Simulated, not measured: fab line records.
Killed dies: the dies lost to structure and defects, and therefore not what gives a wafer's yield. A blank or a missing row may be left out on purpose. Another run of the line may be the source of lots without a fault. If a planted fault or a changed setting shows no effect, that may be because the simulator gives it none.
2 desks, one fault / flow berkeley-cmos170 / what lay behind the numbers comes last; until then each desk has only its own

## THE TOOL OWNER'S DESK: lpcvd-02
The tool's own readings at UCB170_NWELL_CVD_04 (deposits Si3N4 from SiH2Cl2/NH3, target thk 224 nm, time 3360 s): means of the sampled wafers that have a number, for each lot that ran on this tool. Marked OUT: a lot whose mean sits more than 4 standard deviations from the usual mean, which makes it out of limits; the brackets give that distance.
Columns: A = pressure-mtorr at UCB170_NWELL_CVD_04, usual 200.0 mTorr
lot=L247; first seen here=day 2 07:14; A=199.8
lot=L250; first seen here=day 3 04:19; A=199.7
lot=L251; first seen here=day 3 04:19; A=200.2
lot=L256; first seen here=day 4 08:50; A=200.1
lot=L257; first seen here=day 4 15:28; A=199.8
lot=L258; first seen here=day 4 20:52; A=100.5 (-99 or more) OUT
lot=L259; first seen here=day 4 20:52; A=99.4 (-99 or more) OUT
This desk's verdict: out of limits on L258, L259, starting with L258 at day 4 20:52 (pressure-mtorr at UCB170_NWELL_CVD_04). Within limits: L247, L250, L251, L256, L257.

## THE METROLOGY DESK
What the gauges read for every lot (on any tool): the sampled wafers with a number, averaged. Marked OUT: a lot whose mean sits more than 4 standard deviations from the usual mean, which makes it out of limits; the brackets give that distance.
Columns: A = NWELL_NITRIDE_THK at UCB170_NWELL_THK_MEAS_05, usual 225.0 nm; B = NWELL_TW at UCB170_NWELL_TW_MEAS_16, usual 1257; C = PWELL_OXIDE_THK at UCB170_PWELL_THK_MEAS_03, usual 26.1 nm
lot=L247; first seen here=day 2 10:09; A=226.0; B=1251; C=25.9
lot=L248; first seen here=day 2 22:13; A=224.8; B=1269; C=26.2
lot=L251; first seen here=day 3 06:15; A=223.6; B=1242; C=26.2
lot=L250; first seen here=day 3 06:18; A=224.2; B=1276; C=27.2
lot=L253; first seen here=day 3 17:11; A=222.0; B=1260; C=26.0
lot=L256; first seen here=day 4 10:47; A=224.5; B=1254; C=26.8
lot=L257; first seen here=day 4 17:23; A=225.7; B=1258; C=25.3
lot=L258; first seen here=day 4 22:49; A=182.6 (-21) OUT; B=1255; C=26.0
lot=L259; first seen here=day 4 22:49; A=182.3 (-21) OUT; B=1257; C=25.9
lot=L261; first seen here=day 5 10:32; A=226.3; B=1239; C=25.8
lot=L260; first seen here=day 5 10:34; A=224.2; B=1260; C=25.8
lot=L268; first seen here=day 6 21:35; A=224.4; B=1269; C=26.3
lot=L269; first seen here=day 6 21:35; A=222.8; B=1256; C=26.0
lot=L270; first seen here=day 7 06:56; A=224.8; B=1268; C=26.0
This desk finds L258, L259 out of limits, with the earliest case on L258 at day 4 22:49 (NWELL_NITRIDE_THK at UCB170_NWELL_THK_MEAS_05). Within limits: L247, L248, L251, L250, L253, L256, L257, L261, L260, L268, L269, L270.

## BROUGHT TOGETHER
An alarm could have come from the tool owner's desk at day 4 20:52, on L258, L259.
An alarm was possible from the metrology desk at day 4 22:49, on L258, L259.
On lpcvd-02, each named lot ran UCB170_NWELL_CVD_04.

## WHAT HAD BEEN PUT IN BY THE SIMULATOR
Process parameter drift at UCB170_NWELL_CVD_04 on lpcvd-02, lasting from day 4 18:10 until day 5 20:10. A move of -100 in setting pressure-mtorr, from 200. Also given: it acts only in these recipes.
Shown lots that were struck: L258, L259.
Hours from the fault's start to each desk's first reading out of limits: the tool owner's desk, 3; the metrology desk, 5.
